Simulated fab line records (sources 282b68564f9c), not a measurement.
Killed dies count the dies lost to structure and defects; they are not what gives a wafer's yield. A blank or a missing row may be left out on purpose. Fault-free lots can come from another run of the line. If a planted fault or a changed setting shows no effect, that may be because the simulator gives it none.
fab line records / flow rit-cmos
[record] lots = 13 wafers = 39 last-day = 7
route steps=202 shown CONTACT@168 M1@202
lots that met no fault: taken from a fault-free run of the same line
start-h: hours from the record's first day to the start of the lot's first wafer shown / wait-h: hours from the lot's prior step to this one / " unchanged from the row above / L1.1+2: a single row standing in for several wafers / - no value, or no start given / * or withheld: withheld / < > ~ a bound
route shown NAME@n: names a module that has steps shown in the file, with the first one's number in the route / usual: the fault-free wafers' mean and standard deviation / same: alike in all rows / chamber/n: place in a boat / sites: each site's reading / _std_site: the values' standard deviation / _edge_site: outer sites' mean less inner sites' / radius-mm: how far each site lies from the wafer's centre / mask NAME#n: copy n / behind: the most recent tool/chamber to have shaped the wafer / hold: reason for holding the lot/hours on hold/outcome of the hold / device: whichever transistor did not switch (one of n, p or np) / end of line: the route-end tests of the same wafers / for a step that has no rows: nothing shown but its recipe / killed: dies lost to structure and defects at the first sort, not the wafer's yield / map: dies across one wafer; x = killed, . = not, _ = none there
set.NAME: the setting that was run; set.NAME@STEP: the one run at that earlier step / model.NAME: the simulator's own value behind a step, which no gauge read
a sample of lots followed through the steps of the route, with each step as a table and each wafer as a row
services: a tool's chamber out of use, with start hour (start-h, from the record's first day; less than 0 if before it), hours out, and reason
[[steps]]
[step RIT_CONTACT_CVD_00]
[recipe] material = SiO2 target-thk-nm = 400 precursor = TEOS temp-c = 390 time-s = 59.47 rf-w = 400
[usual] heater-power-w = 310/51 rf-fwd-power-W = 396.5/1.5
lot.wafer=L515.3 tool=pecvd-04 chamber=2 start-h=53.53 wait-h=0.0 heater-power-w=291 rf-fwd-power-W=397.7
lot.wafer=L515.4 tool=pecvd-04 chamber=0 start-h=53.53 wait-h=0.0 heater-power-w=248 rf-fwd-power-W=396.9
lot.wafer=L515.6 tool=pecvd-04 chamber=1 start-h=53.53 wait-h=0.0 heater-power-w=332 rf-fwd-power-W=393.4
lot.wafer=L516.1 tool=pecvd-03 chamber=1 start-h=55.56 wait-h=0.1 heater-power-w=376 rf-fwd-power-W=395.2
lot.wafer=L516.4 tool=pecvd-03 chamber=2 start-h=55.56 wait-h=0.1 heater-power-w=335 rf-fwd-power-W=393.8
lot.wafer=L516.5 tool=pecvd-03 chamber=1 start-h=55.56 wait-h=0.1 heater-power-w=398 rf-fwd-power-W=397.3
lot.wafer=L517.3 tool=pecvd-01 chamber=2 start-h=59.71 wait-h=0.1 heater-power-w=257 rf-fwd-power-W=395.9
lot.wafer=L517.5 tool=pecvd-01 chamber=0 start-h=59.71 wait-h=0.1 heater-power-w=280 rf-fwd-power-W=397.5
lot.wafer=L517.6 tool=pecvd-01 chamber=2 start-h=59.71 wait-h=0.1 heater-power-w=271 rf-fwd-power-W=397.2
lot.wafer=L518.1 tool=pecvd-04 chamber=2 start-h=65.24 wait-h=0.1 heater-power-w=289 rf-fwd-power-W=394.9
lot.wafer=L518.2 tool=pecvd-04 chamber=1 start-h=65.24 wait-h=0.1 heater-power-w=326 rf-fwd-power-W=393.8
lot.wafer=L518.5 tool=pecvd-04 chamber=1 start-h=65.24 wait-h=0.1 heater-power-w=338 rf-fwd-power-W=391.7
lot.wafer=L519.2 tool=pecvd-03 chamber=0 start-h=69.85 wait-h=0.0 heater-power-w=389 rf-fwd-power-W=394.6
lot.wafer=L519.3 tool=pecvd-03 chamber=2 start-h=69.85 wait-h=0.0 heater-power-w=298 rf-fwd-power-W=396.1
lot.wafer=L519.4 tool=pecvd-03 chamber=0 start-h=69.85 wait-h=0.0 heater-power-w=407 rf-fwd-power-W=397.4
lot.wafer=L521.2 tool=pecvd-04 chamber=2 start-h=80.72 wait-h=0.0 heater-power-w=283 rf-fwd-power-W=399.4
lot.wafer=L521.4 tool=pecvd-04 chamber=1 start-h=80.72 wait-h=0.0 heater-power-w=340 rf-fwd-power-W=393.0
lot.wafer=L521.6 tool=pecvd-04 chamber=2 start-h=80.72 wait-h=0.0 heater-power-w=290 rf-fwd-power-W=398.8
lot.wafer=L526.2 tool=pecvd-01 chamber=0 start-h=111.18 wait-h=0.0 heater-power-w=206 rf-fwd-power-W=448.3
lot.wafer=L526.4 tool=pecvd-01 chamber=2 start-h=111.18 wait-h=0.0 heater-power-w=333 rf-fwd-power-W=395.8
lot.wafer=L526.6 tool=pecvd-01 chamber=0 start-h=111.18 wait-h=0.0 heater-power-w=220 rf-fwd-power-W=446.7
lot.wafer=L528.2 tool=pecvd-03 chamber=1 start-h=119.88 wait-h=0.0 heater-power-w=410 rf-fwd-power-W=398.5
lot.wafer=L528.3 tool=pecvd-03 chamber=2 start-h=119.88 wait-h=0.0 heater-power-w=325 rf-fwd-power-W=396.8
lot.wafer=L528.4 tool=pecvd-03 chamber=0 start-h=119.88 wait-h=0.0 heater-power-w=358 rf-fwd-power-W=397.0
lot.wafer=L530.3 tool=pecvd-04 chamber=2 start-h=126.89 wait-h=0.0 heater-power-w=267 rf-fwd-power-W=396.5
lot.wafer=L530.5 tool=pecvd-04 chamber=2 start-h=126.89 wait-h=0.0 heater-power-w=288 rf-fwd-power-W=396.2
lot.wafer=L530.6 tool=pecvd-04 chamber=0 start-h=126.89 wait-h=0.0 heater-power-w=206 rf-fwd-power-W=396.3
lot.wafer=L531.2 tool=pecvd-03 chamber=1 start-h=131.68 wait-h=0.0 heater-power-w=429 rf-fwd-power-W=397.9
lot.wafer=L531.3 tool=pecvd-03 chamber=2 start-h=131.68 wait-h=0.0 heater-power-w=310 rf-fwd-power-W=395.4
lot.wafer=L531.6 tool=pecvd-03 chamber=1 start-h=131.68 wait-h=0.0 heater-power-w=431 rf-fwd-power-W=396.6
lot.wafer=L533.1 tool=pecvd-04 chamber=1 start-h=140.47 wait-h=0.1 heater-power-w=274 rf-fwd-power-W=393.8
lot.wafer=L533.4 tool=pecvd-04 chamber=1 start-h=140.47 wait-h=0.1 heater-power-w=294 rf-fwd-power-W=394.9
lot.wafer=L533.5 tool=pecvd-04 chamber=0 start-h=140.47 wait-h=0.1 heater-power-w=282 rf-fwd-power-W=396.2
lot.wafer=L534.2 tool=pecvd-03 chamber=1 start-h=146.45 wait-h=0.0 heater-power-w=404 rf-fwd-power-W=394.8
lot.wafer=L534.3 tool=pecvd-03 chamber=2 start-h=146.45 wait-h=0.0 heater-power-w=342 rf-fwd-power-W=396.8
lot.wafer=L534.5 tool=pecvd-03 chamber=2 start-h=146.45 wait-h=0.0 heater-power-w=338 rf-fwd-power-W=398.6
lot.wafer=L537.2 tool=pecvd-03 chamber=2 start-h=159.81 wait-h=0.0 heater-power-w=338 rf-fwd-power-W=395.8
lot.wafer=L537.5 tool=pecvd-03 chamber=0 start-h=159.81 wait-h=0.0 heater-power-w=380 rf-fwd-power-W=396.1
lot.wafer=L537.6 tool=pecvd-03 chamber=1 start-h=159.81 wait-h=0.0 heater-power-w=325 rf-fwd-power-W=395.3
[step RIT_M1_PROBE_99]
[usual] killed_at_M0_to_M3 = 0.0/0.083 killed-at-contacts = 0.1/0.36 killed-at-front-end = 7.2/2.9 killed-dies = 7.4/2.9 killed-open = 3.8/2 killed-short = 3.5/2
[same] gross-dies = 264 killed_at_M4_up = 0 killed-at-back-side = 0 killed-at-other = 0
lot.wafer=L515.3 tool=prober-02 chamber=- start-h=60.07 wait-h=0.2 killed_at_M0_to_M3=0 killed-at-contacts=1 killed-at-front-end=13 killed-dies=14 killed-open=5 killed-short=9
lot.wafer=L515.4 tool=prober-02 chamber=- start-h=60.12 wait-h=0.2 killed_at_M0_to_M3=0 killed-at-contacts=0 killed-at-front-end=9 killed-dies=9 killed-open=4 killed-short=5
lot.wafer=L515.6 tool=prober-02 chamber=- start-h=60.22 wait-h=0.2 killed_at_M0_to_M3=0 killed-at-contacts=0 killed-at-front-end=6 killed-dies=6 killed-open=3 killed-short=3
lot.wafer=L530.3 tool=prober-02 chamber=- start-h=133.35 wait-h=0.2 killed_at_M0_to_M3=0 killed-at-contacts=0 killed-at-front-end=7 killed-dies=7 killed-open=3 killed-short=4
lot.wafer=L530.5 tool=prober-02 chamber=- start-h=133.45 wait-h=0.2 killed_at_M0_to_M3=0 killed-at-contacts=0 killed-at-front-end=8 killed-dies=8 killed-open=2 killed-short=6
lot.wafer=L530.6 tool=prober-02 chamber=- start-h=133.50 wait-h=0.2 killed_at_M0_to_M3=0 killed-at-contacts=0 killed-at-front-end=4 killed-dies=4 killed-open=2 killed-short=2
// killed by level:class
L515.3 GATE:geometric-particle:short=3 SPACER:geometric-particle:short=3 FOX1:geometric-particle:short=2 GATE:geometric-particle:open=2 SPACER:geometric-particle:open=1 SILICIDE:geometric-particle:short=1 SILICIDE:geometric-particle:open=1 CONTACT:geometric-particle:open=1
L515.4 REOX:geometric-particle:open=2 ACTIVE:geometric-particle:short=1 FOX1:geometric-particle:open=1 FOX2:geometric-particle:short=1 GATE:geometric-particle:short=1 GATE:geometric-particle:open=1 REOX:geometric-particle:short=1 SILICIDE:geometric-particle:short=1
L515.6 GATE:geometric-particle:short=2 SPACER:geometric-particle:open=2 GATE:geometric-particle:open=1 REOX:geometric-particle:short=1
L530.3 GATE:geometric-particle:open=2 SPACER:geometric-particle:short=2 FOX2:geometric-particle:short=1 GATE:geometric-particle:short=1 REOX:geometric-particle:open=1
L530.5 FOX2:geometric-particle:short=2 GATE:geometric-particle:short=2 REOX:geometric-particle:short=2 GATE:geometric-particle:open=1 SPACER:geometric-particle:open=1
L530.6 FOX2:geometric-particle:open=1 GATE:geometric-particle:open=1 SPACER:geometric-particle:short=1 SILICIDE:geometric-particle:short=1
[[services]]
tool=pecvd-01 chamber=1 start-h=30.10 hours=33.2 kind=repair
tool=pecvd-01 chamber=- start-h=34.78 hours=0.5 kind=repair
tool=pecvd-03 chamber=- start-h=50.42 hours=2.6 kind=repair
tool=pecvd-04 chamber=2 start-h=67.39 hours=2.4 kind=repair
tool=pecvd-03 chamber=1 start-h=92.54 hours=20.3 kind=repair
tool=pecvd-04 chamber=- start-h=103.93 hours=0.9 kind=repair
tool=pecvd-04 chamber=2 start-h=109.34 hours=3.8 kind=repair
tool=pecvd-03 chamber=- start-h=143.04 hours=0.6 kind=repair
tool=pecvd-01 chamber=- start-h=146.27 hours=1.5 kind=repair
tool=pecvd-04 chamber=0 start-h=147.73 hours=6.5 kind=repair
tool=pecvd-01 chamber=- start-h=148.34 hours=0.6 kind=repair
[[key]]
[first-sign] step = RIT_CONTACT_CVD_00 reading = rf-fwd-power-W direction = up sigmas = 34 usual = 396.5 struck = 447.5
effect none on later readings
met-at RIT_CONTACT_CVD_00
struck-lots L526
struck-wafers L526.2,L526.6
tester-left-out L526
onset-between 59.71 111.18
[fault] kind = process-parameter-drift tool = pecvd-01 chamber = 0 onset-h = 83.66 steps = RIT_CONTACT_CVD_00 channel = rf-w offset = 48 shape = step end-h = 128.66 stated = 400
// tester-left-out: of these lots the tester's yield and bins aren't shown, on N5 and GAA mostly nor the transistor test; their killed dies are dies lost to structure and defects alone, not to doping, threshold or leakage, so they don't give the yield
